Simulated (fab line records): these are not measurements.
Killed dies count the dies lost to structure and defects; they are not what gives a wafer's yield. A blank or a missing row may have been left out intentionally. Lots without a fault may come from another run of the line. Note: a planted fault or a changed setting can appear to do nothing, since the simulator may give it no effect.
The same fault as seen by 2 desks    flow rit cmos    numbers are kept per desk, each desk with only its own; the story behind them comes last

== TOOL OWNER'S DESK, pecvd-03 ==
The tool's own readings at RIT_CONTACT_CVD_00 (deposits SiO2 from TEOS, target thk 400 nm, time 61 s): means of the sampled wafers that have a number, for each lot that ran on this tool. The brackets show how far a lot's mean lies from the usual mean; more than 4 standard deviations puts the lot out of limits, marked OUT.
Columns: A = heater power w at RIT_CONTACT_CVD_00, usual 311 W; B = rf fwd power W at RIT_CONTACT_CVD_00, usual 396.1 W
lot   first seen here  A    B
L862  day 3 13:34      386  394.8
L865  day 4 02:37      333  396.9
L868  day 4 16:13      352  396.9
L882  day 8 06:13      365  343.9 (-29) OUT
Finding of this desk: L882 out of limits; the first was L882 at day 8 06:13, on rf fwd power W at RIT_CONTACT_CVD_00. L862, L865, L868 stayed within limits.

== FROM THE METROLOGY DESK ==
What the gauges read for every lot (on any tool): the sampled wafers with a number, averaged. The brackets show how far a lot's mean lies from the usual mean; more than 4 standard deviations puts the lot out of limits, marked OUT.
Columns: A = SPACER_NITRIDE_THK at RIT_SPACER_THK_MEAS_04, usual 249.0 nm; B = CONTACT_TEOS_THK at RIT_CONTACT_THK_MEAS_01, usual 401 nm; C = CONTACT_OVL at RIT_CONTACT_OVL_MEAS_09, usual -1.0 nm
lot   first seen here  A      B    C
L862  day 3 08:37      248.9  404  -0.2
L863  day 3 09:28      248.1  404  -0.4
L864  day 3 11:23      252.1  395  -0.4
L865  day 3 21:41      249.7  403  -1.9
L866  day 3 23:35      248.5  407  -1.0
L867  day 4 04:56      243.2  396  -1.1
L868  day 4 11:29      252.0  407  -1.0
L869  day 4 14:20      253.7  406  0.2
L870  day 4 16:56      250.1  398  -0.8
L883  day 8 01:17      248.3  394  -4.2
L882  day 8 01:42      245.7  384  -2.0
L884  day 8 10:00      250.4  400  -2.0
L885  day 8 16:11      247.1  400  -3.2
This desk's verdict: no lot among the 13 shows anything out of limits.

== PUT TOGETHER ==
The tool owner's desk had the chance to raise an alarm at day 8 06:13 on L882.
From the metrology desk's view, nothing was out of limits.
The metrology desk has L882 on record, within its limits.
On pecvd-03, each named lot ran RIT_CONTACT_CVD_00.

== WHAT THE SIMULATOR HAD PUT IN ==
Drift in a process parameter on pecvd-03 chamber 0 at RIT_CONTACT_CVD_00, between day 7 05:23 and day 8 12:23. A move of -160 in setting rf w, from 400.
Shown lots that were struck: L882.
Each desk's first reading out of limits, in hours after the fault started: the tool owner's desk, 25.
